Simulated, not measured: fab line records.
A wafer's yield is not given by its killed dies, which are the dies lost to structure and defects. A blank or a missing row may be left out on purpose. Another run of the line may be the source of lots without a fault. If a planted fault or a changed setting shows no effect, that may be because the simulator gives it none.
Split-lot study    flow rit-cmos    on a route of 202 steps: 5 lots, 23 wafers read

## THE SPLIT ITSELF
At RIT_ACTIVE_EXPOSE_08 (exposes mask M1, target cd 1400 nm), the setting dose-mj was moved away from the recipe's 225 on 10 of the 23 wafers read, by -1.9% to +5.2%. All remaining wafers had this setting at the recipe value.

## FROM THE SPLIT TO THE READING: what the file shows between them, 6 steps
- RIT_ACTIVE_PEB_09
- RIT_ACTIVE_DEVELOP_10: develop time 50 s
- RIT_ACTIVE_CD_MEAS_11: target cd 1400 nm
- RIT_ACTIVE_HARDBAKE_12: time 60 s
- RIT_ACTIVE_ETCH_13: etches Si3N4 in SF6, stops on SiO2, time 210 s, target depth 210 nm
- RIT_ACTIVE_STRIP_14: strips in O2, time 180 s

## THE READING
At RIT_ACTIVE_CD_MEAS_90: cd-nm in nanometres, against a target cd of 1400 nm. A value of 1399.6 nm with a standard deviation of 1.7 nm is what fault-free wafers of this fab line usually give.

wafer   tool, chamber at the split  dose-mj as run  against the recipe  cd-nm, nm  against lot-mates on the recipe
L076.1  iline-stepper-02, 0         220.7           -1.9%               1404.0     +4.2
L076.2  iline-stepper-02, 0         225             recipe              1399.4     -
L076.3  iline-stepper-02, 0         220.7           -1.9%               1406.5     +6.7
L076.4  iline-stepper-02, 0         225             recipe              1400.2     -
L076.6  iline-stepper-02, 0         220.7           -1.9%               1407.9     +8.1
L078.2  iline-stepper-02, 0         225             recipe              1400.6     -
L078.3  iline-stepper-02, 0         225             recipe              1399.6     -
L078.4  iline-stepper-02, 0         225             recipe              1402.4     -
L079.1  iline-stepper-01, 0         225             recipe              1394.4     -
L079.2  iline-stepper-01, 0         236.6           +5.2%               1384.4     -11.6
L079.3  iline-stepper-01, 0         236.6           +5.2%               1383.7     -12.3
L079.5  iline-stepper-01, 0         225             recipe              1395.0     -
L079.6  iline-stepper-01, 0         225             recipe              1398.7     -
L084.2  iline-stepper-01, 0         225             recipe              1405.0     -
L084.3  iline-stepper-01, 0         234             +4.0%               1388.8     -14.4
L084.4  iline-stepper-01, 0         225             recipe              1401.3     -
L084.5  iline-stepper-01, 0         234             +4.0%               1387.9     -15.2
L084.6  iline-stepper-01, 0         234             +4.0%               1391.3     -11.9
L085.2  iline-stepper-01, 0         225             recipe              1399.8     -
L085.3  iline-stepper-01, 0         229.6           +2.0%               1391.0     -6.7
L085.4  iline-stepper-01, 0         225             recipe              1397.0     -
L085.5  iline-stepper-01, 0         225             recipe              1396.3     -
L085.6  iline-stepper-01, 0         229.6           +2.0%               1394.8     -2.9

FIT RESULTS
A straight line over all 23 wafers: cd-nm changes by -2.88 nm for each +1% of dose-mj; r = -0.93; the points scatter about the line by 2.6 nm.
The same after taking each lot's own level away (the mean of its wafers on the recipe; 23 wafers): -2.89 nm for each +1%; r = -0.95; scatter 2 nm.
Per that fit: largest dose-mj move, reading shift of 15 nm.
The lots' own levels span 1396.03 to 1403.15 nm, that is 4.2 times the standard deviation above.
The two slopes agree, so the slope changes little with the lot-to-lot level.
Check: with one of the wafers moved furthest among these (+5.2%) left out of the fit, the line predicts -15.6 nm for it against its lot-mates. Against them it came out at -11.6 nm.

## OTHER SPLITS ON THESE WAFERS
These wafers also went through other splits before the reading. Each is held against what the fit with the lots' levels taken away leaves over:
other split on the same wafers  wafers away from the commonest value  r with cd-nm (lot level and that fit taken away)
RIT_ACTIVE_COAT_06 spin-rpm     8                                     -0.34

## THE WHOLE CHAIN: every reading that the file lists as answering this split, in the file's order
step                   what it does                                                         reading                                                        change (the file's fit)               r (the file's)
RIT_ACTIVE_CD_MEAS_11  target cd 1400 nm                                                    cd-nm                                                          -2.75 nm for each +1% of the setting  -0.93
RIT_ACTIVE_ETCH_13     etches Si3N4 in SF6, stops on SiO2, time 210 s, target depth 210 nm  ACTIVE.cd-nm (the simulator's own value, which no gauge read)  -2.77 nm for each +1% of the setting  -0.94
RIT_ACTIVE_CD_MEAS_90  target cd 1400 nm                                                    cd-nm                                                          -2.75 nm for each +1% of the setting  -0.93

## FILE'S OWN FIT
cd-nm changes by -2.75 nm for each +1% of dose-mj, r = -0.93.
